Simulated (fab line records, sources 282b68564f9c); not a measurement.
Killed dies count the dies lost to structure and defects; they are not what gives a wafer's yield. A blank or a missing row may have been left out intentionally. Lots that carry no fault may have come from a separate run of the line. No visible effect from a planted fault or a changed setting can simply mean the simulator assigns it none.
Struck lot and sound lot, side by side + flow rit-cmos + 44 steps out of a route of 202
Sound: the wafers L841.1, L841.2, L841.4. The struck wafers were L853.1, L853.5, L853.6. The cause is named last.
At each step with rows: each side's tool, then ch and its chambers, then its first start. Under that, the readings that differ: sound wafers + struck wafers + difference of the means + sigmas: that difference in standard deviations of wafers without a fault.
alike: same words and numbers on both sides, and readings whose means sit less than 2 such deviations apart. not compared: any withheld reading, any reading some wafer has no value for, any bound like >300 that may hide the same value, and any number with overlapping values for which the record gives no deviation.
Wherever a step has rows on one side only, a row that says differs or no value, or a row with sigmas, the two part there. Numbers that don't overlap but have no deviation are shown without sigmas and don't part them. Lack of a reading on every wafer of one side parts them only where that side has two or more wafers.

first, 1 step without rows for these wafers: RIT_PRETRO_IMPLANT_08.
RIT_PRETRO_STRIP_09: strips in O2, time 180 s.
  sound on plasma-asher-02 ch 0,1, day 2 12:23; struck on plasma-asher-02 ch 0,1, day 5 01:44
  alike: drypump-motor-current-A
  not compared: rf-hours-counter-h
RIT_PRETRO_TW_MEAS_10:
  sound: film-metro-04 at day 2 12:34; struck: film-metro-02 at day 5 01:55
| reading   | sound       | struck      | difference | sigmas |
|-----------|-------------|-------------|------------|--------|
| PRETRO_TW | 483 482 484 | 476 470 472 | -10        | -2     |
then, 5 steps without rows for these wafers: RIT_GATE_WET_ETCH_00 (etches SiO2 in BOE, target depth 56 nm, time 60 s); RIT_GATE_CLEAN_01 (cleans in SC1, time 600 s); RIT_GATE_CLEAN_02 (cleans in dHF, time 30 s); RIT_GATE_CLEAN_03 (cleans in SC2, time 600 s); RIT_GATE_CLEAN_04 (cleans in dHF, time 60 s).
RIT_FOX2_THK_MEAS_91:
  sound: film-metro-04 at day 2 13:15; struck: film-metro-04 at day 5 02:24
  alike: FIELD_OXIDE_LEFT_2_THK
then, 2 steps without rows for these wafers: RIT_GATE_OXIDATION_05 (target thk 3 nm, ox time 270 s); RIT_GATE_ANNEAL_06 (time 600 s).
RIT_GATE_THK_MEAS_07:
  sound: film-metro-02 at day 2 15:43; struck: film-metro-04 at day 5 08:26
  alike: GATE_OXIDE_THK
RIT_GATE_CVD_08: deposits poly-Si from SiH4, target thk 250 nm, time 2220 s.
  sound on lpcvd-01 ch 1, day 2 15:47; struck on lpcvd-01 ch 1, day 5 08:29
| reading                                  | sound             | struck            | difference | sigmas |
|------------------------------------------|-------------------|-------------------|------------|--------|
| sih4-flow-sccm (sccm)                    | 100.0 99.7 100.3  | 80.1 79.8 79.7    | -20.1      | -67    |
| model.poly-Si_of_GATE_CVD_08.thk-nm (nm) | 252.2 251.6 252.4 | 205.3 202.5 203.1 | -48.4      |        |
  alike: pressure-mtorr
RIT_GATE_THK_MEAS_09:
  sound: film-metro-02 at day 2 17:24; struck: film-metro-01 at day 5 10:06
| reading            | sound             | struck            | difference | sigmas |
|--------------------|-------------------|-------------------|------------|--------|
| GATE_POLY_THK (nm) | 252.3 251.5 252.5 | 205.3 202.6 203.1 | -48.4      | -20    |
then, 6 steps without rows for these wafers: RIT_GATE_HMDS_10 (prime time 60 s); RIT_GATE_COAT_11 (resist thk 850 nm); RIT_GATE_SOFTBAKE_12 (time 58.29 s); RIT_GATE_EXPOSE_13 (exposes mask M6, target cd 150 nm); RIT_GATE_PEB_14; RIT_GATE_DEVELOP_15 (develop time 48.97 s).
RIT_GATE_CD_MEAS_16: the cd target is 150 nm.
  sound: cd-sem-01 at day 2 18:28; struck: cd-sem-01 at day 5 11:26
  alike: cd-nm
RIT_GATE_OVL_MEAS_17:
  sound: overlay-02 at day 2 18:35; struck: overlay-02 at day 5 11:34
  alike: GATE_OVL
then, 1 step without rows for these wafers: RIT_GATE_HARDBAKE_18 (time 60 s).
RIT_GATE_ETCH_19: etches poly-Si in SF6/CHF3/O2, stops on SiO2, time 165 s, target depth 312.5 nm.
  sound on rie-si-02 ch 1,2,3, day 2 18:47; struck on rie-si-01 ch 0,1,3, day 5 11:44
| reading                          | sound             | struck            | difference | sigmas |
|----------------------------------|-------------------|-------------------|------------|--------|
| oes-product-au (a.u.)            | 0.857 0.855 0.859 | 0.748 0.745 0.754 | -0.108     | -8     |
| model.etch.depth-nm (nm)         | 252.2 251.6 252.4 | 205.3 202.5 203.1 | -48.4      |        |
| model.GATE.feature-depth-nm (nm) | 252.2 251.6 252.4 | 205.3 202.5 203.1 | -48.4      |        |
  alike: drypump-motor-current-A, throttle-valve-pct
  not compared: rf-hours-counter-h
RIT_GATE_STRIP_20: strips in O2, time 180 s.
  sound on plasma-asher-03 ch 0,1, day 2 18:53; struck on plasma-asher-01 ch 0,1, day 5 11:51
  alike: drypump-motor-current-A
  not compared: rf-hours-counter-h
RIT_GATE_CD_MEAS_90: the cd target is 150 nm.
  sound: cd-sem-01 at day 2 19:04; struck: cd-sem-01 at day 5 12:02
  alike: cd-nm
then, 4 steps without rows for these wafers: RIT_REOX_CLEAN_00 (cleans in SC1, time 600 s); RIT_REOX_CLEAN_01 (cleans in dHF, time 30 s); RIT_REOX_CLEAN_02 (cleans in SC2, time 600 s); RIT_REOX_OXIDATION_03 (target thk 25.2 nm, ox time 5580 s).
RIT_REOX_THK_MEAS_04:
  sound: film-metro-03 at day 2 22:06; struck: film-metro-01 at day 5 15:04
  alike: REOX_OXIDE_THK
then, 6 steps without rows for these wafers: RIT_NLDD_HMDS_00 (prime time 60 s); RIT_NLDD_COAT_01 (resist thk 1000 nm); RIT_NLDD_SOFTBAKE_02 (time 60 s); RIT_NLDD_EXPOSE_03 (exposes mask M7, target cd 40700 nm); RIT_NLDD_PEB_04; RIT_NLDD_DEVELOP_05 (develop time 50 s).
RIT_NLDD_OVL_MEAS_06:
  sound: overlay-02 at day 2 23:08; struck: overlay-02 at day 5 16:06
| reading       | sound        | struck         | difference | sigmas |
|---------------|--------------|----------------|------------|--------|
| NLDD_OVL (nm) | -0.3 0.7 0.9 | -1.6 -2.3 -3.6 | -2.9       | -2     |
then, 2 steps without rows for these wafers: RIT_NLDD_HARDBAKE_07 (time 60 s); RIT_NLDD_IMPLANT_08.
RIT_NLDD_STRIP_09: strips in O2, time 180 s.
  sound on plasma-asher-02 ch 0,1, day 2 23:28; struck on plasma-asher-04 ch 0,1, day 5 16:26
  alike: drypump-motor-current-A
  not compared: rf-hours-counter-h
RIT_NLDD_TW_MEAS_10:
  sound: film-metro-03 at day 2 23:38; struck: film-metro-01 at day 5 16:37
  alike: NLDD_TW
RIT_SDANNEAL_CLEAN_02: cleans in SC2, time 600 s.
  sound on wet-bench-02 ch 2, day 3 06:45; struck on wet-bench-01 ch 1, day 6 00:40
| reading                                  | sound             | struck          | difference | sigmas |
|------------------------------------------|-------------------|-----------------|------------|--------|
| model.poly-Si_of_GATE_CVD_08.thk-nm (nm) | 165.1 163.2 166.4 | 118 115.5 115.6 | -49        |        |
  alike: bath-heat-duty-pct
RIT_M1_PROBE_99:
  sound: prober-02 at day 3 15:26; struck: prober-01 at day 6 08:41
| reading                               | sound                | struck               | difference | sigmas |
|---------------------------------------|----------------------|----------------------|------------|--------|
| model.etest.pmos-turned.r-on-ohm-um   | 3562 3461 3512       | 3136 3097 3170       | -377       |        |
| model.etest.nmos-turned.drive-ua-um   | 307.2 312.4 310.4    | 389.3 393.9 385.7    | +79.6      |        |
| model.etest.pmos-turned.drive-ua-um   | 181.2 185.3 184.4    | 217.6 219.5 214.9    | +33.7      |        |
| model.etest.ppoly-line.rs-ohm-sq      | 16.74 16.67 16.34    | 16.86 17.15 16.77    | +0.34      |        |
| model.etest.nmos_0p15.tox-inv-nm (nm) | 4.495 4.406 4.506    | 4.385 4.372 4.351    | -0.100     |        |
| model.etest.nmos_0p15.overlap-ff-um   | 0.2363 0.2385 0.2393 | 0.2587 0.2606 0.2548 | +0.0200    |        |
  alike: killed-at-front-end, killed-dies, killed-open, killed-short
  not compared: model.etest.nmos_0p3.r-on-ohm-um, model.etest.nmos_0p3.drive-ua-um

## WHERE THEY PART
At RIT_PRETRO_TW_MEAS_10 first; at RIT_NLDD_OVL_MEAS_06 last (within this record only). Later steps at which nothing parts them and some readings are alike: RIT_NLDD_STRIP_09, RIT_NLDD_TW_MEAS_10, RIT_SDANNEAL_CLEAN_02, RIT_M1_PROBE_99.

WHY: whatever the simulator had introduced
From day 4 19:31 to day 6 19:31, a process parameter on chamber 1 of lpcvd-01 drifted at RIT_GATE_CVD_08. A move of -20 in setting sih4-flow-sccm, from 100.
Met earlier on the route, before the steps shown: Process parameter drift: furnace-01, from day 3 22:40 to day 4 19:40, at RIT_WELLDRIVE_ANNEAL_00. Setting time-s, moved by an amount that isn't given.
